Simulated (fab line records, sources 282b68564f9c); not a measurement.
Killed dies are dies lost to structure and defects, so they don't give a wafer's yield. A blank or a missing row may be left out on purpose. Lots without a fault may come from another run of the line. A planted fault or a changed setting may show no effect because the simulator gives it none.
fab line records | flow rit_cmos
record lots=5 wafers=23
route steps=202 shown ACTIVE@2 PWELL@40 NRETRO@54 GATE@84 NLDD@104
start_h: hours from the record's first day to the start of the lot's first wafer shown | wait_h: hours since the lot's step before | " the same as in the row above | L1.1+2: a row that stands for several wafers | - no value, or no start given | * or withheld: withheld | < > ~ a bound
route shown NAME@n: a module of which the file shows steps, and the number in the route of the first | usual: mean/standard deviation of fault-free wafers | same: alike in all rows | chamber/n: place in a boat | sites: the reading at each site | _std_site: their standard deviation | _edge_site: outer sites' mean less inner sites' | radius_mm: how far each site lies from the wafer's centre | mask NAME#n: copy n | behind: the tool/chamber that last shaped the wafer | hold: why the lot was held/for how many hours/how that ended | device: the transistor (n, p or np) that didn't switch | end of line: the same wafers' tests at the end of the route | a step without rows: its recipe alone | killed: dies lost to structure and defects at the first sort, not the wafer's yield | map: a wafer's dies, x killed, . not, _ none there
set.NAME: the setting as run; set.NAME@STEP: as run at that earlier step | model.NAME: the simulator's own value behind a step, which no gauge read
lots whose settings were changed on purpose; a table a step, a row a wafer
## steps
# step RIT_ACTIVE_OXIDATION_01
# recipe temp_c=1000 ambient=O2 target_thk_a=468 ox_time_s=3360
# columns lot.wafer tool chamber start_h wait_h set.temp_c model.SiO2_of_ACTIVE_OXIDATION_01.thk_nm
L074.1 - - - 0.1 1000 47.25
L074.2 " - " " 1000 46.86
L074.4 " - " " 1000 47.8
L074.5 " - " " 1000 46.26
L074.6 " - " " 1000 47.91
L076.2 - - - 0.1 1027 60.24
L076.3 " - " " 1027 60.55
L076.4 " - " " 1027 60.43
L076.5 " - " " 1027 60.2
L076.6 " - " " 1027 59.9
L077.1 - - - 1.0 987 40.32
L077.2 " - " " 987 39.65
L077.3 " - " " 987 39.54
L077.4+6 " - " " 987 40.12
L082.2 - - - 0.1 1022 57.8
L082.3 " - " " 1022 57.72
L082.4 " - " " 1022 57.39
L082.5 " - " " 1022 58.47
L082.6 " - " " 1022 57.93
L085.3 furnace-03 0 65.12 0.1 1000 47.81
L085.4 " 0 " " 1000 47.24
L085.5 " 0 " " 1000 47.8
# step RIT_ACTIVE_THK_MEAS_02
# recipe reads=SiO2_of_ACTIVE_OXIDATION_01
# usual ACTIVE_OXIDE_THK=46.8/0.8
# columns lot.wafer tool chamber start_h wait_h set.temp_c@ACTIVE_OXIDATION_01 ACTIVE_OXIDE_THK[nm]
L074.1 film_metro-04 - - - 1000 47.3
L074.2 " - " " 1000 46.9
L074.4 " - " " 1000 47.8
L074.5 " - " " 1000 46.3
L074.6 " - " " 1000 48.0
L076.2 film_metro-04 - - - 1027 60.2
L076.3 " - " " 1027 60.6
L076.4 " - " " 1027 60.4
L076.5 " - " " 1027 60.1
L076.6 " - " " 1027 59.9
L077.1 film_metro-01 - - - 987 40.3
L077.2 " - " " 987 39.7
L077.3 " - " " 987 39.5
L077.4 " - " " 987 40.1
L077.6 " - " " 987 40.1
L082.2 film_metro-04 - - - 1022 57.8
L082.3 " - " " 1022 57.7
L082.4 " - " " 1022 57.4
L082.5 " - " " 1022 58.5
L082.6 " - " " 1022 57.9
L085.3 film_metro-04 - 67.07 0.0 1000 47.8
L085.4 " - " " 1000 47.2
L085.5 " - " " 1000 47.8
# step RIT_ACTIVE_COAT_06
# recipe resist=NOVOLAK spin_rpm=3250 resist_thk_nm=1000
# columns lot.wafer tool chamber start_h wait_h set.spin_rpm model.NOVOLAK_of_ACTIVE_COAT_06.thk_nm
L074.1 litho_track-03 0 13.74 0.1 3067 1034
L074.2 " 0 " " 3250 1006
L074.4 " 0 " " 3250 1002
L074.5 " 0 " " 3250 1004
L074.6 " 0 " " 3067 1035
L076.2 litho_track-01 0 23.77 0.1 3250 999.1
L076.3 " 0 " " 3250 1002
L076.4 " 0 " " 3429 974.3
L076.5 " 0 " " 3250 1001
L076.6 " 0 " " 3429 969.5
L077.1 litho_track-03 0 29.68 0.1 3344 984
L077.2 " 0 " " 3344 985.8
L077.3 " 0 " " 3250 999.1
L077.4 " 0 " " 3250 1001
L077.6 " 0 " " 3250 998.9
L082.2 litho_track-01 0 53.77 0.1 3376 981.1
L082.3 " 0 " " 3376 981.4
L082.4 " 0 " " 3250 998.8
L082.5+6 " 0 " " 3250 1002
L085.3 litho_track-01 0 68.79 0.1 3250 998.3
L085.4 " 0 " " 3250 1002
L085.5 " 0 " " 3250 1000
# step RIT_ACTIVE_SOFTBAKE_07
# recipe resist=NOVOLAK temp_c=90 time_s=60
# step RIT_ACTIVE_EXPOSE_08
# recipe mask_id=M1 na=0.6 source_shape=conventional sigma_outer=0.6 target_cd_nm=1400 dose_mj=225
# step RIT_ACTIVE_DEVELOP_10
# recipe resist=NOVOLAK develop_time_s=50 dev_temp_c=23
# step RIT_ACTIVE_HARDBAKE_12
# recipe resist=NOVOLAK temp_c=140 time_s=60
# columns lot.wafer tool chamber start_h wait_h set.spin_rpm@ACTIVE_COAT_06 model.NOVOLAK_of_ACTIVE_COAT_06.thk_nm
L074.1 litho_track-04 0 14.68 0.1 3067 913.5
L074.2 " 0 " " 3250 889.3
L074.4 " 0 " " 3250 885.3
L074.5 " 0 " " 3250 887.4
L074.6 " 0 " " 3067 914.3
L076.2 litho_track-03 0 24.58 0.1 3250 882.9
L076.3 " 0 " " 3250 885.2
L076.4 " 0 " " 3429 861.2
L076.5 " 0 " " 3250 884.2
L076.6 " 0 " " 3429 857
L077.1 litho_track-04 0 30.62 0.1 3344 869.7
L077.2 " 0 " " 3344 871.3
L077.3 " 0 " " 3250 883
L077.4 " 0 " " 3250 884.3
L077.6 " 0 " " 3250 882.9
L082.2 litho_track-03 0 54.71 0.1 3376 867.2
L082.3 " 0 " " 3376 867.5
L082.4 " 0 " " 3250 882.8
L082.5 " 0 " " 3250 885.6
L082.6 " 0 " " 3250 885.8
L085.3 litho_track-01 0 69.73 0.1 3250 882.3
L085.4 " 0 " " 3250 885.6
L085.5 " 0 " " 3250 884.1
# step RIT_ACTIVE_ETCH_13
# recipe stop_on=SiO2 chemistry=SF6 target=Si3N4 time_s=210 over_etch_frac=0.4 SF6_flow_sccm=200 pressure_mtorr=260 rf_w=125 target_depth_a=2100
# columns lot.wafer tool chamber start_h wait_h set.rf_w set.temp_c@ACTIVE_OXIDATION_01 set.spin_rpm@ACTIVE_COAT_06 model.NOVOLAK_of_ACTIVE_COAT_06.thk_nm model.SiO2_of_ACTIVE_OXIDATION_01.thk_nm
L074.1 rie_diel-04 0 14.83 0.1 138 1000 3067 667.1 41.35
L074.2 " 3 " " 138 1000 3250 640.9 40.06
L074.4 " 3 " " 125 1000 3250 661.4 47.8
L074.5 " 1 " " 138 1000 3250 631.5 36.72
L074.6 " 0 " " 125 1000 3067 691.7 47.91
L076.2 rie_diel-04 0 24.71 0.1 125 1027 3250 660.6 60.24
L076.3 " 3 " " 117.1 1027 3250 675.1 60.55
L076.4 " 3 " " 125 1027 3429 637.6 60.43
L076.5 " 0 " " 117.1 1027 3250 676.4 60.2
L076.6 " 1 " " 125 1027 3429 626.3 57.76
L077.1 rie_diel-04 0 30.77 0.1 125 987 3344 645 40.32
L077.2 " 3 " " 119.5 987 3344 656 39.65
L077.3 " 1 " " 125 987 3250 651.3 37.4
L077.4 " 1 " " 125 987 3250 653.5 37.98
L077.6 " 3 " " 119.5 987 3250 666.7 40.12
L082.2 rie_diel-04 1 54.83 0.1 125 1022 3376 639.9 55.69
L082.3 " 0 " " 125 1022 3376 645.8 57.72
L082.4 " 2 " " 125 1022 3250 655.1 57.39
L082.5 " 1 " " 125 1022 3250 655.4 56.34
L082.6 " 2 " " 125 1022 3250 660.6 57.93
L085.3 rie_diel-04 0 69.90 0.1 125 1000 3250 658.7 47.81
L085.4 " 2 " " 125 1000 3250 657.9 47.24
L085.5 " 2 " " 125 1000 3250 657.4 47.8
# step RIT_PWELL_COAT_01
# recipe resist=NOVOLAK spin_rpm=2000 resist_thk_nm=1300
# columns lot.wafer tool chamber start_h wait_h set.resist_thk_nm model.NOVOLAK_of_PWELL_COAT_01.thk_nm
L074.1 litho_track-02 0 21.14 0.1 1300 1299
L074.2+4 " 0 " " 1300 1300
L074.5 " 0 " " 1300 1302
L074.6 " 0 " " 1300 1304
L076.2+6 litho_track-01 0 32.85 0.1 1300 1300
L076.3 " 0 " " 1300 1298
L076.4 " 0 " " 1300 1302
L076.5 " 0 " " 1300 1297
L077.1+4 litho_track-02 0 37.63 0.1 1231 1229
L077.2 " 0 " " 1300 1298
L077.3 " 0 " " 1300 1297
L077.6 " 0 " " 1231 1226
L082.2+5 litho_track-01 0 61.65 0.1 1351 1354
L082.3 " 0 " " 1300 1301
L082.4 " 0 " " 1351 1353
L082.6 " 0 " " 1300 1303
L085.3 litho_track-01 0 76.19 0.1 1300 1303
L085.4+5 " 0 " " 1300 1301
# step RIT_PWELL_SOFTBAKE_02
# recipe resist=NOVOLAK temp_c=90 time_s=60
# step RIT_PWELL_EXPOSE_03
# recipe mask_id=M3 na=0.57 target_cd_nm=43700 dose_mj=250
# step RIT_PWELL_DEVELOP_05
# recipe resist=NOVOLAK develop_time_s=68 dev_temp_c=23
# step RIT_PWELL_HARDBAKE_07
# recipe resist=NOVOLAK temp_c=140 time_s=120
# columns lot.wafer tool chamber start_h wait_h set.resist_thk_nm@PWELL_COAT_01 model.NOVOLAK_of_PWELL_COAT_01.thk_nm
L074.1 litho_track-01 0 22.00 0.1 1300 1136
L074.2+4 " 0 " " 1300 1137
L074.5 " 0 " " 1300 1139
L074.6 " 0 " " 1300 1140
L076.2 litho_track-01 0 33.76 0.1 1300 1137
L076.3 " 0 " " 1300 1135
L076.4 " 0 " " 1300 1139
L076.5 " 0 " " 1300 1134
L076.6 " 0 " " 1300 1136
L077.1+4 litho_track-02 0 38.62 0.0 1231 1076
L077.2 " 0 " " 1300 1135
L077.3 " 0 " " 1300 1134
L077.6 " 0 " " 1231 1073
L082.2+4+5 litho_track-01 0 62.56 0.1 1351 1183
L082.3 " 0 " " 1300 1138
L082.6 " 0 " " 1300 1139
L085.3 litho_track-01 0 77.21 0.1 1300 1140
L085.4+5 " 0 " " 1300 1138
# step RIT_PWELL_IMPLANT_08
# recipe species=B energy_kev=170 dose_cm2=7e+13 tilt_deg=7
# columns lot.wafer tool chamber start_h wait_h set.energy_kev model.implant.drp_nm
L074.1+2+4+5+6 implanter-03 0 22.25 0.2 170 102.9
L076.2+4 implanter-03 0 34.00 0.2 172.7 103.3
L076.3+5+6 " 0 " " 170 102.9
L077.1+3+6 implanter-02 0 38.87 0.2 176.2 103.9
L077.2+4 " 0 " " 170 102.9
L082.2+3+4+5+6 implanter-02 0 62.80 0.2 170 102.9
L085.3+4+5 implanter-03 0 77.43 0.2 170 102.9
# step RIT_NRETRO_COAT_01
# recipe resist=NOVOLAK spin_rpm=2000 resist_thk_nm=1300
# columns lot.wafer tool chamber start_h wait_h set.resist_thk_nm model.NOVOLAK_of_NRETRO_COAT_01.thk_nm
L074.1 litho_track-04 0 28.10 0.1 1300 1306
L074.2+6 " 0 " " 1300 1307
L074.4 " 0 " " 1300 1301
L074.5 " 0 " " 1300 1304
L076.2 litho_track-03 0 39.88 0.1 1300 1304
L076.3+5 " 0 " " 1300 1302
L076.4 " 0 " " 1251 1255
L076.6 " 0 " " 1251 1258
L077.1 litho_track-02 0 44.73 0.1 1320 1321
L077.2+3 " 0 " " 1320 1320
L077.4 " 0 " " 1300 1302
L077.6 " 0 " " 1300 1301
L082.2 litho_track-03 0 69.53 0.1 1256 1261
L082.3 " 0 " " 1300 1301
L082.4 " 0 " " 1300 1305
L082.5 " 0 " " 1300 1303
L082.6 " 0 " " 1256 1260
L085.3 litho_track-03 0 83.29 0.1 1300 1309
L085.4 " 0 " " 1300 1306
L085.5 " 0 " " 1300 1305
# step RIT_NRETRO_SOFTBAKE_02
# recipe resist=NOVOLAK temp_c=90 time_s=60
# step RIT_NRETRO_EXPOSE_03
# recipe mask_id=M4 na=0.57 target_cd_nm=43900 dose_mj=250
# step RIT_NRETRO_DEVELOP_05
# recipe resist=NOVOLAK develop_time_s=68 dev_temp_c=23
# step RIT_NRETRO_HARDBAKE_07
# recipe resist=NOVOLAK temp_c=140 time_s=120
# columns lot.wafer tool chamber start_h wait_h set.resist_thk_nm@NRETRO_COAT_01 model.NOVOLAK_of_NRETRO_COAT_01.thk_nm
L074.1 litho_track-03 0 28.87 0.0 1300 1142
L074.2+6 " 0 " " 1300 1143
L074.4 " 0 " " 1300 1138
L074.5 " 0 " " 1300 1141
L076.2 litho_track-02 0 40.80 0.1 1300 1141
L076.3+5 " 0 " " 1300 1138
L076.4 " 0 " " 1251 1098
L076.6 " 0 " " 1251 1100
L077.1 litho_track-02 0 45.50 0.0 1320 1155
L077.2+3 " 0 " " 1320 1154
L077.4+6 " 0 " " 1300 1138
L082.2+6 litho_track-03 0 70.31 0.1 1256 1103
L082.3 " 0 " " 1300 1138
L082.4 " 0 " " 1300 1141
L082.5 " 0 " " 1300 1139
L085.3 litho_track-03 0 84.09 0.1 1300 1144
L085.4 " 0 " " 1300 1142
L085.5 " 0 " " 1300 1141
# step RIT_GATE_CVD_08
# recipe material=poly-Si target_thk_nm=250 temp_c=610 precursor=SiH4 time_s=2220 pressure_mtorr=300 sih4_flow_sccm=100
# columns lot.wafer tool chamber start_h wait_h set.temp_c model.poly-Si_of_GATE_CVD_08.thk_nm
L074.1 - - - 0.1 617.3 303
L074.2 " - " " 617.3 301.9
L074.4 " - " " 617.3 300.7
L074.5 " - " " 617.3 302.2
L074.6 " - " " 617.3 302.3
L076.2+5 - - - 0.0 610 251.5
L076.3+4 " - " " 610 250.8
L076.6 " - " " 610 250.9
L077.1 - - - 0.1 610 248.7
L077.2 " - " " 610 249.4
L077.3 " - " " 610 249.8
L077.4 " - " " 610 250.5
L077.6 " - " " 610 251.4
L082.2 - - - 0.0 610 244.8
L082.3 " - " " 610 249.2
L082.4 " - " " 610 247.8
L082.5 " - " " 610 244.5
L082.6 " - " " 610 248.5
L085.3 lpcvd-01 1 88.38 0.0 610 253.5
L085.4 " 1 " " 610 253.2
L085.5 " 1 " " 610 257.5
# step RIT_GATE_THK_MEAS_09
# recipe reads=poly-Si_of_GATE_CVD_08
# usual GATE_POLY_THK=250/3.4
# columns lot.wafer tool chamber start_h wait_h set.temp_c@GATE_CVD_08 GATE_POLY_THK[nm]
L074.1 film_metro-01 - - - 617.3 303
L074.2 " - " " 617.3 302
L074.4 " - " " 617.3 301
L074.5 " - " " 617.3 302
L074.6 " - " " 617.3 302
L076.2 film_metro-02 - - - 610 252
L076.3 " - " " 610 251
L076.4 " - " " 610 251
L076.5 " - " " 610 252
L076.6 " - " " 610 251
L077.1 film_metro-03 - - - 610 249
L077.2 " - " " 610 250
L077.3 " - " " 610 250
L077.4 " - " " 610 251
L077.6 " - " " 610 251
L082.2 film_metro-03 - - - 610 245
L082.3 " - " " 610 249
L082.4 " - " " 610 248
L082.5 " - " " 610 245
L082.6 " - " " 610 249
L085.3 film_metro-02 - 90.01 0.0 610 253
L085.4 " - " " 610 253
L085.5 " - " " 610 257
# step RIT_GATE_SOFTBAKE_12
# recipe resist=NOVOLAK temp_c=90 time_s=60
# columns lot.wafer tool chamber start_h wait_h set.temp_c
L074.1+2+4+5+6 litho_track-04 0 34.90 0.1 90
L076.2+3+4 litho_track-01 0 47.73 0.1 89.05
L076.5+6 " 0 " " 90
L077.1+4+6 litho_track-01 0 51.52 0.1 86.85
L077.2+3 " 0 " " 90
L082.2+3+5 litho_track-04 0 76.42 0.1 90
L082.4+6 " 0 " " 88.85
L085.3+4+5 litho_track-01 0 90.40 0.1 90
# step RIT_GATE_EXPOSE_13
# recipe mask_id=M6 na=0.6 source_shape=conventional sigma_outer=0.6 target_cd_nm=150 dose_mj=380
# step RIT_GATE_PEB_14
# recipe resist=NOVOLAK temp_c=withheld time_s=withheld
# step RIT_GATE_DEVELOP_15
# recipe resist=NOVOLAK develop_time_s=50 dev_temp_c=23
# columns lot.wafer tool chamber start_h wait_h set.temp_c@GATE_SOFTBAKE_12 model.NOVOLAK_of_GATE_COAT_11.thk_nm
L074.1 litho_track-02 0 - - 90 851.8
L074.2 " 0 " " 90 852.1
L074.4 " 0 " " 90 854
L074.5 " 0 " " 90 853.7
L074.6 " 0 " " 90 852.7
L076.2 litho_track-02 0 - - 89.05 850.8
L076.3 " 0 " " 89.05 851.1
L076.4 " 0 " " 89.05 853
L076.5 " 0 " " 90 852
L076.6 " 0 " " 90 849.6
L077.1 litho_track-02 0 - - 86.85 857.2
L077.2 " 0 " " 90 847.9
L077.3 " 0 " " 90 848.5
L077.4 " 0 " " 86.85 854.4
L077.6 " 0 " " 86.85 856.8
L082.2 litho_track-04 0 - - 90 854.3
L082.3 " 0 " " 90 854.8
L082.4 " 0 " " 88.85 856.6
L082.5 " 0 " " 90 852.6
L082.6 " 0 " " 88.85 856.9
L085.3 litho_track-04 0 - - 90 849.3
L085.4 " 0 " " 90 846.5
L085.5 " 0 " " 90 848.5
# step RIT_GATE_HARDBAKE_18
# recipe resist=NOVOLAK temp_c=140 time_s=60
# step RIT_GATE_ETCH_19
# recipe chemistry=SF6/CHF3/O2 time_s=165 SF6_flow_sccm=30 CHF3_flow_sccm=30 O2_flow_sccm=5 target=poly-Si pressure_mtorr=40 rf_w=160 target_depth_a=3125 over_etch_frac=0.25 stop_on=SiO2
# columns lot.wafer tool chamber start_h wait_h set.temp_c@GATE_CVD_08 model.etch.depth_nm model.GATE.feature_depth_nm
L074.1 rie_si-02 0 35.88 0.1 617.3 303 303
L074.2 " 2 " " 617.3 301.9 301.9
L074.4 " 3 " " 617.3 300.7 300.7
L074.5 " 3 " " 617.3 302.2 302.2
L074.6 " 0 " " 617.3 300.1 300.1
L076.2+5 rie_si-02 1,2 48.56 0.1 610 251.5 251.5
L076.3 " 3 " " 610 250.8 250.7
L076.4 " 0 " " 610 250.8 250.8
L076.6 " 3 " " 610 250.9 250.9
L077.1 rie_si-01 0 52.50 0.1 610 248.7 248.7
L077.2 " 2 " " 610 249.4 249.4
L077.3 " 1 " " 610 249.8 249.8
L077.4 " 3 " " 610 250.5 250.5
L077.6 " 0 " " 610 251.4 251.4
L082.2 rie_si-02 1 77.37 0.1 610 244.8 244.8
L082.3 " 2 " " 610 249.2 249.2
L082.4 " 3 " " 610 247.8 247.8
L082.5 " 1 " " 610 244.5 244.5
L082.6 " 0 " " 610 248.5 248.5
L085.3 rie_si-01 0 91.21 0.1 610 253.5 253.5
L085.4 " 1 " " 610 253.2 253.2
L085.5 " 0 " " 610 257.5 257.5
# step RIT_NLDD_COAT_01
# recipe resist=NOVOLAK spin_rpm=3250 resist_thk_nm=1000
# columns lot.wafer tool chamber start_h wait_h set.resist_thk_nm model.NOVOLAK_of_NLDD_COAT_01.thk_nm
L074.1+5 litho_track-01 0 39.89 0.1 1000 1003
L074.2 " 0 " " 1000 1004
L074.4 " 0 " " 1000 1000
L074.6 " 0 " " 1000 1006
L076.2 litho_track-01 0 52.12 0.1 1000 999.9
L076.3 " 0 " " 1042 1046
L076.4 " 0 " " 1000 997.2
L076.5 " 0 " " 1042 1044
L076.6 " 0 " " 1000 999.4
L077.1 litho_track-02 0 56.05 0.1 1000 1002
L077.2 " 0 " " 1022 1023
L077.3 " 0 " " 1022 1022
L077.4 " 0 " " 1022 1024
L077.6 " 0 " " 1000 1001
L082.2 litho_track-02 0 80.93 0.1 966.7 967.7
L082.3 " 0 " " 1000 1001
L082.4 " 0 " " 966.7 968.3
L082.5 " 0 " " 966.7 971.2
L082.6 " 0 " " 1000 1003
L085.3 litho_track-02 0 94.91 0.1 1000 1007
L085.4 " 0 " " 1000 1004
L085.5 " 0 " " 1000 1003
# step RIT_NLDD_SOFTBAKE_02
# recipe resist=NOVOLAK temp_c=90 time_s=60
# step RIT_NLDD_EXPOSE_03
# recipe mask_id=M7 na=0.57 target_cd_nm=40700 dose_mj=250
# step RIT_NLDD_DEVELOP_05
# recipe resist=NOVOLAK develop_time_s=50 dev_temp_c=23
# step RIT_NLDD_HARDBAKE_07
# recipe resist=NOVOLAK temp_c=140 time_s=60
# columns lot.wafer tool chamber start_h wait_h set.resist_thk_nm@NLDD_COAT_01 model.NOVOLAK_of_NLDD_COAT_01.thk_nm
L074.1+5 litho_track-03 0 40.75 0.0 1000 886.3
L074.2 " 0 " " 1000 887.2
L074.4 " 0 " " 1000 883.9
L074.6 " 0 " " 1000 889.1
L076.2 litho_track-02 0 52.85 0.0 1000 883.7
L076.3 " 0 " " 1042 923.6
L076.4 " 0 " " 1000 881.4
L076.5 " 0 " " 1042 922.5
L076.6 " 0 " " 1000 883.3
L077.1 litho_track-01 0 56.91 0.0 1000 885.3
L077.2 " 0 " " 1022 903.5
L077.3 " 0 " " 1022 903.4
L077.4 " 0 " " 1022 904.7
L077.6 " 0 " " 1000 884.5
L082.2 litho_track-03 0 81.79 0.2 966.7 855.5
L082.3 " 0 " " 1000 884.8
L082.4 " 0 " " 966.7 856
L082.5 " 0 " " 966.7 858.5
L082.6 " 0 " " 1000 886.7
L085.3 litho_track-01 0 95.77 0.1 1000 889.6
L085.4 " 0 " " 1000 887.7
L085.5 " 0 " " 1000 886.7
# step RIT_NLDD_IMPLANT_08
# recipe species=P energy_kev=20 dose_cm2=5e+14 tilt_deg=7
# columns lot.wafer tool chamber start_h wait_h set.dose_cm2
L074.1+2+4 implanter-03 0 40.90 0.1 5e+14
L074.5+6 " 0 " " 5.352e+14
L076.2+4+5 implanter-02 0 53.00 0.1 5e+14
L076.3+6 " 0 " " 5.168e+14
L077.1+2+3+4+6 implanter-03 0 57.06 0.1 5e+14
L082.2+3+4+5+6 implanter-02 0 81.94 0.1 5e+14
L085.3+4+5 implanter-02 0 95.92 0.1 5e+14
## key
split step=RIT_ACTIVE_OXIDATION_01 setting=temp_c stated=1000 by=lot
response step=RIT_ACTIVE_OXIDATION_01 reading=model.SiO2_of_ACTIVE_OXIDATION_01.thk_nm change=+5 per=1% r=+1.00
response step=RIT_ACTIVE_THK_MEAS_02 reading=ACTIVE_OXIDE_THK change=+4.99 per=1% r=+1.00
response step=RIT_ACTIVE_ETCH_13 reading=model.SiO2_of_ACTIVE_OXIDATION_01.thk_nm change=+5.3 per=1% r=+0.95
split step=RIT_ACTIVE_COAT_06 setting=spin_rpm stated=3250 by=wafer
response step=RIT_ACTIVE_COAT_06 reading=model.NOVOLAK_of_ACTIVE_COAT_06.thk_nm change=-5.23 per=1% r=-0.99
response step=RIT_ACTIVE_HARDBAKE_12 reading=model.NOVOLAK_of_ACTIVE_COAT_06.thk_nm change=-4.58 per=1% r=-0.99
response step=RIT_ACTIVE_ETCH_13 reading=model.NOVOLAK_of_ACTIVE_COAT_06.thk_nm slope=-4.73 per=1% together_with=rf_w@ACTIVE_ETCH_13 explained=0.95
split step=RIT_ACTIVE_ETCH_13 setting=rf_w stated=125 by=wafer
response step=RIT_ACTIVE_ETCH_13 reading=model.NOVOLAK_of_ACTIVE_COAT_06.thk_nm slope=-2.59 per=1% together_with=spin_rpm@ACTIVE_COAT_06 explained=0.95
split step=RIT_PWELL_COAT_01 setting=resist_thk_nm stated=1300 by=wafer
response step=RIT_PWELL_COAT_01 reading=model.NOVOLAK_of_PWELL_COAT_01.thk_nm change=+13.1 per=1% r=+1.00
response step=RIT_PWELL_HARDBAKE_07 reading=model.NOVOLAK_of_PWELL_COAT_01.thk_nm change=+11.3 per=1% r=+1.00
split step=RIT_PWELL_IMPLANT_08 setting=energy_kev stated=170 by=wafer
response step=RIT_PWELL_IMPLANT_08 reading=model.implant.drp_nm change=+0.271 per=1% r=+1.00
split step=RIT_NRETRO_COAT_01 setting=resist_thk_nm stated=1300 by=wafer
response step=RIT_NRETRO_COAT_01 reading=model.NOVOLAK_of_NRETRO_COAT_01.thk_nm change=+12.4 per=1% r=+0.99
response step=RIT_NRETRO_HARDBAKE_07 reading=model.NOVOLAK_of_NRETRO_COAT_01.thk_nm change=+10.7 per=1% r=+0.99
split step=RIT_GATE_CVD_08 setting=temp_c stated=610 by=lot
response step=RIT_GATE_CVD_08 reading=model.poly-Si_of_GATE_CVD_08.thk_nm change=+43.3 per=1% r=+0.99
response step=RIT_GATE_THK_MEAS_09 reading=GATE_POLY_THK change=+43.3 per=1% r=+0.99
response step=RIT_GATE_ETCH_19 reading=model.etch.depth_nm change=+42.9 per=1% r=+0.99
response step=RIT_GATE_ETCH_19 reading=model.GATE.feature_depth_nm change=+42.9 per=1% r=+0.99
split step=RIT_GATE_SOFTBAKE_12 setting=temp_c stated=90 by=wafer
response step=RIT_GATE_DEVELOP_15 reading=model.NOVOLAK_of_GATE_COAT_11.thk_nm change=-2.15 per=1% r=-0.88
split step=RIT_NLDD_COAT_01 setting=resist_thk_nm stated=1000 by=wafer
response step=RIT_NLDD_COAT_01 reading=model.NOVOLAK_of_NLDD_COAT_01.thk_nm change=+10.5 per=1% r=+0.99
response step=RIT_NLDD_HARDBAKE_07 reading=model.NOVOLAK_of_NLDD_COAT_01.thk_nm change=+9.16 per=1% r=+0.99
split step=RIT_NLDD_IMPLANT_08 setting=dose_cm2 stated=5e+14 by=wafer
response none in this file
